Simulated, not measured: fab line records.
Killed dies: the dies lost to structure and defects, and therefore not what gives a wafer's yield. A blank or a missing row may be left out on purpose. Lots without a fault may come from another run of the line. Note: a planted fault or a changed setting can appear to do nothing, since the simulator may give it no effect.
fab line records	flow rit-cmos
record lots=7	wafers=21	last-day=7
route steps=202 shown PRETRO@67 GATE@75 FOX2@80 REOX@98 NLDD@103 M1@202
lots untouched by any fault: they come from a run of this same line in which no faults occurred
start-h: the number of hours between the record's first day and the start of the first shown wafer of the lot	wait-h: hours elapsed since this lot's preceding step	" repeats the value in the row above	L1.1+2: a single row standing in for several wafers	- no value present, or no start provided	* or withheld: withheld	< > ~ a bound
route shown NAME@n: NAME is a module with steps in the file, n the number in the route of the first one	usual: the fault-free wafers' mean and standard deviation	same: alike in all rows	chamber/n: place in a boat	sites: the reading at each site	_std_site: standard deviation of those values	_edge_site: mean of outer sites minus mean of inner sites	radius-mm: how far each site lies from the wafer's centre	mask NAME#n: copy n	behind: tool/chamber where the wafer was last shaped	hold: why the lot was held/for how many hours/how that ended	device: the transistor (n, p or np) that didn't switch	end of line: the same wafers' tests at the end of the route	for a step that has no rows: nothing shown but its recipe	killed: at the first sort, the dies lost to defects and structure; wafer yield is something else	map: the dies of a wafer, with x for killed, . for not killed, _ for no die there
set.NAME: the setting the step ran with; set.NAME@STEP: the setting that earlier step ran with	model.NAME: the simulator's own value behind a step, which no gauge read
lots seen at some steps along the route; tables by step, rows by wafer
services: from which hour (start-h, from the record's first day; less than 0 if before it) a tool's chamber was out of use, for how many hours, and why
## steps
# step RIT_PRETRO_EXPOSE_03
# recipe mask-id=M5	na=0.57	target-cd-nm=43700	dose-mj=250
# step RIT_PRETRO_PEB_04
# recipe resist=NOVOLAK	temp-c=withheld	time-s=withheld
# step RIT_PRETRO_DEVELOP_05
# recipe resist=NOVOLAK	develop-time-s=68	dev-temp-c=23
# step RIT_PRETRO_OVL_MEAS_06
# usual PRETRO_OVL=0.3/1.3
lot.wafer	tool	chamber	start-h	wait-h	PRETRO_OVL[nm]
L352.2	overlay-01	-	61.76	-	1.4
L352.4	"	-	"	"	-1.7
L352.6	"	-	"	"	1.7
L353.3	overlay-02	-	67.55	-	0.3
L353.4	"	-	"	"	-0.8
L353.5	"	-	"	"	0.0
L356.1	overlay-01	-	86.42	-	-0.1
L356.3	"	-	"	"	-0.3
L356.6	"	-	"	"	0.0
L359.1	overlay-02	-	95.83	-	-0.8
L359.2	"	-	"	"	2.3
L359.6	"	-	"	"	-0.6
L360.1	overlay-01	-	101.74	-	-0.4
L360.2	"	-	"	"	0.8
L360.3	"	-	"	"	0.3
L363.3	overlay-02	-	115.57	-	-0.2
L363.4	"	-	"	"	1.9
L363.5	"	-	"	"	-0.2
L369.1	overlay-02	-	148.10	-	-3.2
L369.2	"	-	"	"	-2.6
L369.5	"	-	"	"	-3.8
# step RIT_PRETRO_HARDBAKE_07
# recipe resist=NOVOLAK	temp-c=140	time-s=120
# step RIT_PRETRO_IMPLANT_08
# recipe species=B	energy-kev=45	dose-cm2=1.183e+13	tilt-deg=7
# step RIT_PRETRO_STRIP_09
# recipe chemistry=O2	time-s=180	resist=NOVOLAK	platen-temp-c=withheld	power-w=500	pressure-mtorr=4000	o2-flow-sccm=4000
# usual drypump-motor-current-A=5.7/0.31
lot.wafer	tool	chamber	start-h	wait-h	drypump-motor-current-A	rf-hours-counter-h
L352.2	plasma-asher-01	0	62.19	0.1	5.4	41
L352.4	"	0	"	"	5.4	-
L352.6	"	1	"	"	6.1	-
L353.3	plasma-asher-04	1	68.03	0.1	5.8	-
L353.4	"	0	"	"	5.8	-
L353.5	"	0	"	"	5.8	-
L356.1	plasma-asher-04	0	86.86	0.1	5.7	47
L356.3	"	1	"	"	5.8	-
L356.6	"	1	"	"	5.8	-
L359.1	plasma-asher-04	1	96.27	0.1	5.8	48
L359.2	"	0	"	"	5.8	48
L359.6	"	0	"	"	5.7	-
L360.1	plasma-asher-01	0	102.24	0.1	5.4	43
L360.2	"	1	"	"	6.1	43
L360.3	"	1	"	"	6.1	-
L363.3	plasma-asher-01	1	116.05	0.1	6.1	-
L363.4	"	0	"	"	5.4	-
L363.5	"	1	"	"	6.1	-
L369.1	plasma-asher-02	0	148.53	0.1	6.0	36
L369.2	"	1	"	"	5.3	36
L369.5	"	1	"	"	5.3	-
# step RIT_PRETRO_TW_MEAS_10
# usual PRETRO_TW=478.0/2.6
lot.wafer	tool	chamber	start-h	wait-h	PRETRO_TW
L352.2	film-metro-01	-	62.37	0.1	475.5
L352.4	"	-	"	"	476.9
L352.6	"	-	"	"	477.3
L353.3	film-metro-02	-	68.17	0.1	477.4
L353.4	"	-	"	"	476.5
L353.5	"	-	"	"	475.3
L356.1	film-metro-01	-	87.03	0.1	478.4
L356.3	"	-	"	"	477.3
L356.6	"	-	"	"	481.3
L359.1	film-metro-04	-	96.44	0.1	477.6
L359.2	"	-	"	"	477.2
L359.6	"	-	"	"	477.7
L360.1	film-metro-04	-	102.41	0.1	478.4
L360.2	"	-	"	"	478.8
L360.3	"	-	"	"	479.0
L363.3	film-metro-01	-	116.19	0.1	479.0
L363.4	"	-	"	"	482.0
L363.5	"	-	"	"	478.2
L369.1	film-metro-01	-	148.71	0.1	477.5
L369.2	"	-	"	"	476.0
L369.5	"	-	"	"	477.3
# step RIT_GATE_WET_ETCH_00
# recipe chemistry=BOE	target=SiO2	target-depth-nm=56	time-s=60	dry=n2-spin	dilution=10:1	temp-c=21.5
# step RIT_GATE_CLEAN_01
# recipe chemistry=SC1	mix=3:3:50	time-s=600	temp-c=75
# step RIT_GATE_CLEAN_02
# recipe chemistry=dHF	dilution=50:1	time-s=30
# step RIT_GATE_CLEAN_03
# recipe chemistry=SC2	mix=3:3:50	time-s=600	temp-c=75	dry=n2-spin
# step RIT_GATE_CLEAN_04
# recipe chemistry=dHF	dilution=50:1	time-s=60	dry=n2-spin
lot.wafer	tool	chamber	start-h	wait-h
L352.2+4+6	wet-bench-01	0	62.82	0.0
L353.3+4+5	wet-bench-02	0	68.62	0.0
L356.1+3+6	wet-bench-02	2	87.50	0.0
L359.1+2+6	wet-bench-02	1	96.91	0.0
L360.1+2+3	wet-bench-02	3	102.86	0.0
L363.3+4+5	wet-bench-02	1	116.62	0.0
L369.1+2+5	wet-bench-04	3	149.19	0.0
# step RIT_FOX2_THK_MEAS_91
# recipe reads=SiO2_of_FOX2_OXIDATION_00
# usual FIELD_OXIDE_LEFT_2_THK=255/6.7
lot.wafer	tool	chamber	start-h	wait-h	FIELD_OXIDE_LEFT_2_THK[nm]
L352.2	film-metro-04	-	62.86	0.0	251
L352.4	"	-	"	"	251
L352.6	"	-	"	"	250
L353.3	film-metro-04	-	68.66	0.0	263
L353.4	"	-	"	"	254
L353.5	"	-	"	"	262
L356.1	film-metro-01	-	87.53	0.0	258
L356.3	"	-	"	"	259
L356.6	"	-	"	"	256
L359.1	film-metro-03	-	96.93	0.0	261
L359.2	"	-	"	"	258
L359.6	"	-	"	"	258
L360.1	film-metro-01	-	102.89	0.0	255
L360.2	"	-	"	"	259
L360.3	"	-	"	"	257
L363.3	film-metro-01	-	116.67	0.0	254
L363.4	"	-	"	"	253
L363.5	"	-	"	"	256
L369.1	film-metro-01	-	149.22	0.0	258
L369.2	"	-	"	"	252
L369.5	"	-	"	"	251
# step RIT_GATE_OXIDATION_05
# recipe temp-c=900	ambient=O2	target-thk-a=30	ox-time-s=270
# step RIT_GATE_ANNEAL_06
# recipe temp-c=900	time-s=600	ambient=N2O
# step RIT_GATE_THK_MEAS_07
# recipe reads=SiO2_of_GATE_OXIDATION_05
# usual GATE_OXIDE_THK=3.02/0.063
lot.wafer	tool	chamber	start-h	wait-h	GATE_OXIDE_THK[nm]
L352.2	film-metro-03	-	64.32	0.0	3.02
L352.4	"	-	"	"	3.04
L352.6	"	-	"	"	3.01
L353.3	film-metro-04	-	72.40	0.0	3.03
L353.4	"	-	"	"	3.14
L353.5	"	-	"	"	3.09
L356.1	film-metro-03	-	88.96	0.0	3.04
L356.3	"	-	"	"	3.09
L356.6	"	-	"	"	3.01
L359.1	film-metro-04	-	98.56	0.0	3.05
L359.2	"	-	"	"	3.03
L359.6	"	-	"	"	3.03
L360.1	film-metro-04	-	104.76	0.0	2.93
L360.2	"	-	"	"	2.97
L360.3	"	-	"	"	2.88
L363.3	film-metro-01	-	118.35	0.0	2.98
L363.4	"	-	"	"	3.01
L363.5	"	-	"	"	3.04
L369.1	film-metro-03	-	153.15	0.0	3.00
L369.2	"	-	"	"	2.93
L369.5	"	-	"	"	3.00
# step RIT_GATE_CVD_08
# recipe material=poly-Si	target-thk-nm=250	temp-c=610	precursor=SiH4	time-s=2220	pressure-mtorr=300	sih4-flow-sccm=100
# step RIT_GATE_THK_MEAS_09
# recipe reads=poly-Si_of_GATE_CVD_08
# usual GATE_POLY_THK=250.9/2.6
lot.wafer	tool	chamber	start-h	wait-h	GATE_POLY_THK[nm]
L352.2	film-metro-04	-	66.19	0.0	254.1
L352.4	"	-	"	"	253.7
L352.6	"	-	"	"	251.7
L353.3	film-metro-03	-	74.63	0.0	255.1
L353.4	"	-	"	"	255.7
L353.5	"	-	"	"	254.3
L356.1	film-metro-04	-	90.64	0.0	254.3
L356.3	"	-	"	"	253.3
L356.6	"	-	"	"	253.2
L359.1	film-metro-04	-	100.23	0.0	253.5
L359.2	"	-	"	"	252.7
L359.6	"	-	"	"	253.7
L360.1	film-metro-03	-	106.44	0.0	249.6
L360.2	"	-	"	"	249.4
L360.3	"	-	"	"	246.8
L363.3	film-metro-04	-	120.17	0.0	247.5
L363.4	"	-	"	"	247.0
L363.5	"	-	"	"	248.0
L369.1	film-metro-01	-	154.83	0.0	252.2
L369.2	"	-	"	"	251.2
L369.5	"	-	"	"	252.7
# step RIT_GATE_HMDS_10
# recipe prime-time-s=60	prime-temp-c=140
# step RIT_GATE_COAT_11
# recipe resist=NOVOLAK	spin-rpm=4250	resist-thk-nm=850
# step RIT_GATE_SOFTBAKE_12
# recipe resist=NOVOLAK	temp-c=90	time-s=60
# step RIT_GATE_EXPOSE_13
# recipe mask-id=M6	na=0.6	source-shape=conventional	sigma-outer=0.6	target-cd-nm=150	dose-mj=380
# step RIT_GATE_PEB_14
# recipe resist=NOVOLAK	temp-c=withheld	time-s=withheld
# step RIT_GATE_DEVELOP_15
# recipe resist=NOVOLAK	develop-time-s=50	dev-temp-c=23.65
# step RIT_GATE_CD_MEAS_16
# recipe target-cd-nm=150
# usual cd-nm=150.4/2.4
lot.wafer	tool	chamber	start-h	wait-h	cd-nm
L352.2	cd-sem-02	-	67.14	-	147.2
L352.4	"	-	"	"	146.7
L352.6	"	-	"	"	147.7
L353.3	cd-sem-01	-	75.69	-	154.8
L353.4	"	-	"	"	152.3
L353.5	"	-	"	"	151.8
L356.1	cd-sem-02	-	91.68	-	151.5
L356.3	"	-	"	"	152.7
L356.6	"	-	"	"	155.8
L359.1	cd-sem-01	-	101.42	-	148.9
L359.2	"	-	"	"	147.0
L359.6	"	-	"	"	150.1
L360.1	cd-sem-02	-	107.54	-	148.2
L360.2	"	-	"	"	150.3
L360.3	"	-	"	"	152.2
L363.3	cd-sem-01	-	121.18	-	150.3
L363.4	"	-	"	"	151.7
L363.5	"	-	"	"	152.4
L369.1	cd-sem-02	-	156.11	-	154.7
L369.2	"	-	"	"	154.3
L369.5	"	-	"	"	153.2
# step RIT_GATE_OVL_MEAS_17
# usual GATE_OVL=0.5/1.4
lot.wafer	tool	chamber	start-h	wait-h	GATE_OVL[nm]
L352.2	overlay-02	-	67.25	0.1	0.4
L352.4	"	-	"	"	0.9
L352.6	"	-	"	"	1.8
L353.3	overlay-02	-	75.78	0.1	0.7
L353.4	"	-	"	"	-1.1
L353.5	"	-	"	"	1.1
L356.1	overlay-01	-	91.80	0.1	1.9
L356.3	"	-	"	"	1.0
L356.6	"	-	"	"	1.3
L359.1	overlay-02	-	101.54	0.1	-1.0
L359.2	"	-	"	"	-1.3
L359.6	"	-	"	"	1.1
L360.1	overlay-02	-	107.66	0.1	1.2
L360.2	"	-	"	"	0.3
L360.3	"	-	"	"	-0.6
L363.3	overlay-01	-	121.27	0.1	1.1
L363.4	"	-	"	"	3.5
L363.5	"	-	"	"	3.5
L369.1	overlay-01	-	156.23	0.1	-0.4
L369.2	"	-	"	"	0.4
L369.5	"	-	"	"	-1.6
# step RIT_GATE_HARDBAKE_18
# recipe resist=NOVOLAK	temp-c=140	time-s=60
# step RIT_GATE_ETCH_19
# recipe chemistry=SF6/CHF3/O2	time-s=165	SF6_flow_sccm=30	CHF3_flow_sccm=30	O2_flow_sccm=5	target=poly-Si	pressure-mtorr=40	rf-w=160	target-depth-a=3125	over-etch-frac=0.25	stop-on=SiO2
# usual O2_flow_sccm=5.001/0.015	drypump-motor-current-A=5.8/0.39	oes-product-au=0.857/0.011	throttle-valve-pct=10.24/0.19
lot.wafer	tool	chamber	start-h	wait-h	O2_flow_sccm	drypump-motor-current-A	oes-product-au	rf-hours-counter-h	throttle-valve-pct
L352.2	rie-si-02	3	67.43	0.1	4.997	6.6	0.857	147	10.07
L352.4	"	1	"	"	5.004	5.9	0.861	146	10.34
L352.6	"	3	"	"	5.010	6.6	0.851	-	10.08
L353.3	rie-si-01	2	76.06	0.1	4.997	5.8	0.860	3	9.99
L353.4	"	0	"	"	4.965	5.2	0.871	23	10.24
L353.5	"	1	"	"	5.007	5.6	0.869	-	10.11
L356.1	rie-si-02	2	91.99	0.1	5.011	5.5	0.863	2	10.52
L356.3	"	1	"	"	5.007	5.9	0.857	146	10.34
L356.6	"	0	"	"	5.029	6.0	0.856	-	10.09
L359.1	rie-si-01	3	101.84	0.1	5.005	6.1	0.881	96	10.52
L359.2	"	0	"	"	4.983	5.2	0.872	24	10.23
L359.6	"	1	"	"	5.024	5.6	0.859	-	10.10
L360.1	rie-si-02	0	107.84	0.1	5.006	6.0	0.846	129	10.11
L360.2	"	2	"	"	4.990	5.4	0.860	2	10.53
L360.3	"	1	"	"	5.010	6.0	0.837	146	10.35
L363.3	rie-si-01	2	121.44	0.1	4.991	5.7	0.848	4	9.99
L363.4	"	0	"	"	4.979	5.2	0.848	24	10.22
L363.5	"	2	"	"	4.981	5.7	0.847	-	9.98
L369.1	rie-si-01	0	156.41	0.1	5.015	5.2	0.882	24	10.23
L369.2	"	2	"	"	5.016	5.8	0.844	4	9.99
L369.5	"	3	"	"	4.978	6.1	0.884	-	10.51
# step RIT_GATE_STRIP_20
# recipe chemistry=O2	time-s=180	resist=NOVOLAK	platen-temp-c=withheld	power-w=500	pressure-mtorr=4000	o2-flow-sccm=4000
# usual drypump-motor-current-A=5.87/0.27
lot.wafer	tool	chamber	start-h	wait-h	drypump-motor-current-A	rf-hours-counter-h
L352.2	plasma-asher-01	0	67.54	0.1	5.42	41
L352.4	"	1	"	"	6.11	-
L352.6	"	1	"	"	6.08	-
L353.3	plasma-asher-04	1	76.23	0.1	5.80	-
L353.4	"	0	"	"	5.74	-
L353.5	"	1	"	"	5.79	-
L356.1	plasma-asher-01	1	92.09	0.1	6.13	42
L356.3	"	0	"	"	5.41	-
L356.6	"	0	"	"	5.40	-
L359.1	plasma-asher-03	0	101.95	0.1	6.08	47
L359.2	"	1	"	"	6.02	47
L359.6	"	1	"	"	5.98	-
L360.1	plasma-asher-03	0	107.95	0.1	6.08	47
L360.2	"	1	"	"	5.99	47
L360.3	"	1	"	"	5.96	-
L363.3	plasma-asher-03	1	121.61	0.1	6.04	-
L363.4	"	0	"	"	6.07	-
L363.5	"	1	"	"	6.05	-
L369.1	plasma-asher-01	0	156.52	0.1	5.43	49
L369.2	"	1	"	"	6.11	49
L369.5	"	0	"	"	5.40	-
# step RIT_GATE_CD_MEAS_90
# recipe target-cd-nm=150
# usual cd-nm=150.4/2.4
lot.wafer	tool	chamber	start-h	wait-h	cd-nm
L352.2	cd-sem-02	-	67.73	0.1	147.2
L352.4	"	-	"	"	146.4
L352.6	"	-	"	"	147.2
L353.3	cd-sem-01	-	76.38	0.1	154.7
L353.4	"	-	"	"	153.0
L353.5	"	-	"	"	151.8
L356.1	cd-sem-01	-	92.27	0.1	151.8
L356.3	"	-	"	"	152.5
L356.6	"	-	"	"	156.5
L359.1	cd-sem-01	-	102.12	0.1	148.7
L359.2	"	-	"	"	147.1
L359.6	"	-	"	"	149.8
L360.1	cd-sem-02	-	108.12	0.1	148.0
L360.2	"	-	"	"	150.5
L360.3	"	-	"	"	152.2
L363.3	cd-sem-02	-	121.77	0.1	150.0
L363.4	"	-	"	"	151.4
L363.5	"	-	"	"	152.3
L369.1	cd-sem-02	-	156.70	0.1	154.6
L369.2	"	-	"	"	154.0
L369.5	"	-	"	"	153.6
# step RIT_REOX_CLEAN_00
# recipe chemistry=SC1	mix=3:3:50	time-s=600	temp-c=75
# step RIT_REOX_CLEAN_01
# recipe chemistry=dHF	dilution=50:1	time-s=30
# step RIT_REOX_CLEAN_02
# recipe chemistry=SC2	mix=3:3:50	time-s=600	temp-c=75	dry=n2-spin
# step RIT_REOX_OXIDATION_03
# recipe temp-c=900	ambient=O2	target-thk-a=252	ox-time-s=5580
# step RIT_REOX_THK_MEAS_04
# recipe reads=SiO2_of_REOX_OXIDATION_03
# usual REOX_OXIDE_THK=25.1/0.49
lot.wafer	tool	chamber	start-h	wait-h	REOX_OXIDE_THK[nm]
L352.2	film-metro-04	-	71.24	0.0	25.0
L352.4	"	-	"	"	24.5
L352.6	"	-	"	"	24.6
L353.3	film-metro-02	-	79.43	0.0	25.2
L353.4	"	-	"	"	25.1
L353.5	"	-	"	"	25.2
L356.1	film-metro-04	-	95.31	0.0	24.8
L356.3	"	-	"	"	24.9
L356.6	"	-	"	"	24.7
L359.1	film-metro-03	-	105.16	0.0	25.2
L359.2	"	-	"	"	25.4
L359.6	"	-	"	"	25.8
L360.1	film-metro-04	-	111.16	0.0	25.7
L360.2	"	-	"	"	25.3
L360.3	"	-	"	"	25.8
L363.3	film-metro-02	-	125.29	0.0	24.9
L363.4	"	-	"	"	25.1
L363.5	"	-	"	"	24.6
L369.1	film-metro-02	-	160.82	0.0	25.9
L369.2	"	-	"	"	25.8
L369.5	"	-	"	"	25.6
# step RIT_NLDD_HMDS_00
# recipe prime-time-s=60	prime-temp-c=140
# step RIT_NLDD_COAT_01
# recipe resist=NOVOLAK	spin-rpm=3250	resist-thk-nm=1000
# step RIT_NLDD_SOFTBAKE_02
# recipe resist=NOVOLAK	temp-c=90	time-s=60
# step RIT_NLDD_EXPOSE_03
# recipe mask-id=M7	na=0.57	target-cd-nm=40700	dose-mj=250
# step RIT_NLDD_PEB_04
# recipe resist=NOVOLAK	temp-c=withheld	time-s=withheld
# step RIT_NLDD_DEVELOP_05
# recipe resist=NOVOLAK	develop-time-s=50	dev-temp-c=23
# step RIT_M1_PROBE_99
# usual killed-at-contacts=0.1/0.32	killed-at-front-end=6.7/2.9	killed-dies=6.8/2.9	killed-on-rim=1.8/1.4	killed-open=3.3/1.7	killed-short=3.4/2.1
# same gross-dies=264	killed_at_M0_to_M3=0	killed_at_M4_up=0	killed-at-back-side=0	killed-at-other=0
lot.wafer	tool	chamber	start-h	wait-h	killed-at-contacts	killed-at-front-end	killed-dies	killed-on-rim	killed-open	killed-short
L352.2	prober-02	-	87.58	0.1	0	9	9	4	4	5
L352.4	prober-02	-	87.68	0.2	0	6	6	2	4	2
L352.6	prober-02	-	87.78	0.2	0	7	7	0	4	3
L353.3	prober-01	-	97.03	0.2	0	8	8	1	5	3
L353.4	prober-01	-	97.08	0.2	0	10	10	2	5	5
L353.5	prober-01	-	97.13	0.2	0	3	3	0	2	1
L356.1	prober-02	-	112.78	0.1	0	8	8	2	4	4
L356.3	prober-02	-	112.88	0.2	0	5	5	1	4	1
L356.6	prober-02	-	113.03	0.2	1	5	6	0	3	3
L359.1	prober-01	-	122.84	0.1	0	40	40	9	5	9
L359.2	prober-01	-	122.89	0.1	0	25	25	6	1	3
L359.6	prober-01	-	123.09	0.2	0	31	31	7	2	3
L360.1	prober-02	-	128.44	0.1	0	12	12	6	3	1
L360.2	prober-02	-	128.49	0.1	0	14	14	8	1	5
L360.3	prober-02	-	128.54	0.2	0	14	14	7	4	3
L363.3	prober-01	-	143.98	0.2	0	38	38	11	1	9
L363.4	prober-01	-	144.03	0.2	0	38	38	14	9	2
L363.5	prober-01	-	144.08	0.2	0	36	36	8	7	3
L369.1	prober-01	-	177.14	0.1	0	5	5	1	2	3
L369.2	prober-01	-	177.19	0.1	0	12	12	2	4	8
L369.5	prober-01	-	177.34	0.2	0	9	9	1	4	5
# killed by level:class
L352.2 GATE:geometric-particle:short=5 GATE:geometric-particle:open=2 SILICIDE:geometric-particle:open=2
L352.4 GATE:geometric-particle:open=3 FOX1:geometric-particle:short=1 GATE:geometric-particle:short=1 SILICIDE:geometric-particle:open=1
L352.6 SPACER:geometric-particle:open=2 FOX2:geometric-particle:open=1 GATE:geometric-particle:open=1 GATE:geometric-particle:short=1 SPACER:geometric-particle:short=1 SILICIDE:geometric-particle:short=1
L353.3 FOX1:geometric-particle:short=2 FOX1:geometric-particle:open=2 SILICIDE:geometric-particle:open=2 GATE:geometric-particle:open=1 SILICIDE:geometric-particle:short=1
L353.4 GATE:geometric-particle:open=2 REOX:geometric-particle:short=2 FOX1:geometric-particle:open=1 GATE:geometric-particle:short=1 REOX:geometric-particle:open=1 SPACER:geometric-particle:open=1 SPACER:geometric-particle:short=1 SILICIDE:geometric-particle:short=1
L353.5 FOX1:geometric-particle:open=1 SILICIDE:geometric-particle:open=1 SILICIDE:geometric-particle:short=1
L356.1 GATE:geometric-particle:open=3 GATE:geometric-particle:short=2 REOX:geometric-particle:short=1 SPACER:geometric-particle:open=1 SILICIDE:geometric-particle:short=1
L356.3 SPACER:geometric-particle:open=3 REOX:geometric-particle:open=1 SPACER:geometric-particle:short=1
L356.6 FOX1:geometric-particle:open=1 REOX:geometric-particle:open=1 REOX:geometric-particle:short=1 SPACER:geometric-particle:open=1 SPACER:geometric-particle:short=1 CONTACT:geometric-particle:short=1
L359.1 GATE:unspecified=26 GATE:geometric-particle:short=3 FOX2:geometric-particle:short=2 SPACER:geometric-particle:short=2 FOX1:geometric-particle:short=1 FOX2:geometric-particle:open=1 GATE:geometric-particle:open=1 REOX:geometric-particle:open=1
L359.2 GATE:unspecified=21 GATE:geometric-particle:short=2 FOX1:geometric-particle:short=1 SILICIDE:geometric-particle:open=1
L359.6 GATE:unspecified=26 GATE:geometric-particle:short=2 GATE:geometric-particle:open=1 SPACER:geometric-particle:short=1 SPACER:geometric-particle:open=1
L360.1 GATE:unspecified=8 GATE:geometric-particle:open=3 GATE:geometric-particle:short=1
L360.2 GATE:unspecified=8 GATE:geometric-particle:short=3 FOX1:geometric-particle:short=1 GATE:geometric-particle:open=1 SILICIDE:geometric-particle:short=1
L360.3 GATE:unspecified=7 GATE:geometric-particle:open=2 FOX1:geometric-particle:short=1 GATE:geometric-particle:short=1 REOX:geometric-particle:open=1 REOX:geometric-particle:short=1 SILICIDE:geometric-particle:open=1
L363.3 GATE:unspecified=28 FOX2:geometric-particle:short=4 FOX1:geometric-particle:short=2 GATE:geometric-particle:short=2 REOX:geometric-particle:short=1 SPACER:geometric-particle:open=1
L363.4 GATE:unspecified=26 GATE:geometric-particle:open=3 FOX2:geometric-particle:open=2 ACTIVE:geometric-particle:open=1 FOX1:geometric-particle:open=1 FOX2:geometric-particle:short=1 REOX:geometric-particle:open=1 SPACER:geometric-particle:open=1
L363.5 GATE:unspecified=26 FOX1:geometric-particle:short=2 FOX2:geometric-particle:open=2 GATE:geometric-particle:open=2 SILICIDE:geometric-particle:open=2 FOX1:geometric-particle:open=1 GATE:geometric-particle:short=1
L369.1 REOX:geometric-particle:short=2 SPACER:geometric-particle:open=2 GATE:geometric-particle:short=1
L369.2 GATE:geometric-particle:short=4 REOX:geometric-particle:short=2 SILICIDE:geometric-particle:open=2 FOX1:geometric-particle:open=1 FOX2:geometric-particle:short=1 GATE:geometric-particle:open=1 SILICIDE:geometric-particle:short=1
L369.5 GATE:geometric-particle:short=2 SPACER:geometric-particle:open=2 FOX1:geometric-particle:short=1 FOX1:geometric-particle:open=1 REOX:geometric-particle:short=1 REOX:geometric-particle:open=1 SPACER:geometric-particle:short=1
# map L359.1 (x killed, . not)
________xxx...._______
_____.xxxxxxx.....____
____..xxxxxx.......___
___...xxxxx.........__
__x...xxxxx.........._
__....x...x.........._
_.....................
_..x..................
_.........x.x..x..x...
_...........x.........
__.....x..x.........._
__..................._
___.................__
____.x.....x.......___
_____...x.........____
________......._______
# map L360.2 (x killed, . not)
________......._______
_____..........x.x____
____.........x...xx___
___..............x.x__
__....x............xx_
__..................._
_..........x..........
_....................x
_.....................
_......x........x.....
__..................._
__..................._
___.................__
____...............___
_____.............____
________......._______
## services
tool	chamber	start-h	hours	kind
rie-si-01	0	52.91	15.0	repair
plasma-asher-01	-	74.94	15.6	pm
rie-si-01	-	84.60	14.6	pm
plasma-asher-01	-	106.05	2.8	repair
plasma-asher-04	-	108.81	9.0	pm
plasma-asher-04	0	108.81	9.0	vent-cycle
plasma-asher-04	1	108.81	9.0	vent-cycle
wet-bench-01	-	113.48	4.4	repair
plasma-asher-02	-	116.39	3.3	repair
plasma-asher-04	0	117.81	-	clean
plasma-asher-04	1	117.81	-	clean
rie-si-02	3	124.00	-	clean
rie-si-02	3	124.00	15.2	scheduled-down
rie-si-02	3	124.00	15.2	vent-cycle
rie-si-01	3	127.84	1.9	repair
rie-si-02	1	139.18	-	clean
rie-si-02	1	139.18	14.0	scheduled-down
rie-si-02	1	139.18	14.0	vent-cycle
plasma-asher-04	-	153.94	2.8	pm
## key
first-sign step=RIT_M1_PROBE_99	reading=killed-at-front-end	direction=up	sigmas=7.3	usual=6.7	struck=27.6
effect step=RIT_M1_PROBE_99	reading=killed-dies	direction=up	sigmas=7.1	usual=6.8	struck=27.6
met-at RIT_GATE_CLEAN_04
struck-wafers L359.1,L359.2,L359.6,L360.1,L360.2,L360.3,L363.3,L363.4,L363.5
tester-left-out L359,L360,L363
onset-between 87.50 96.91
also-fits RIT_GATE_STRIP_20:plasma-asher-03
fault kind=chamber-particle-source	tool=wet-bench-02	chamber=-	onset-h=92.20	steps=RIT_GATE_CLEAN_04	rate-per-visit-cm2=0.57424	end-h=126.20
# tester-left-out: of these lots the tester's yield and bins aren't shown, on N5 and GAA mostly nor the transistor test; their killed dies are dies lost to structure and defects alone, not to doping, threshold or leakage, so they don't give the yield
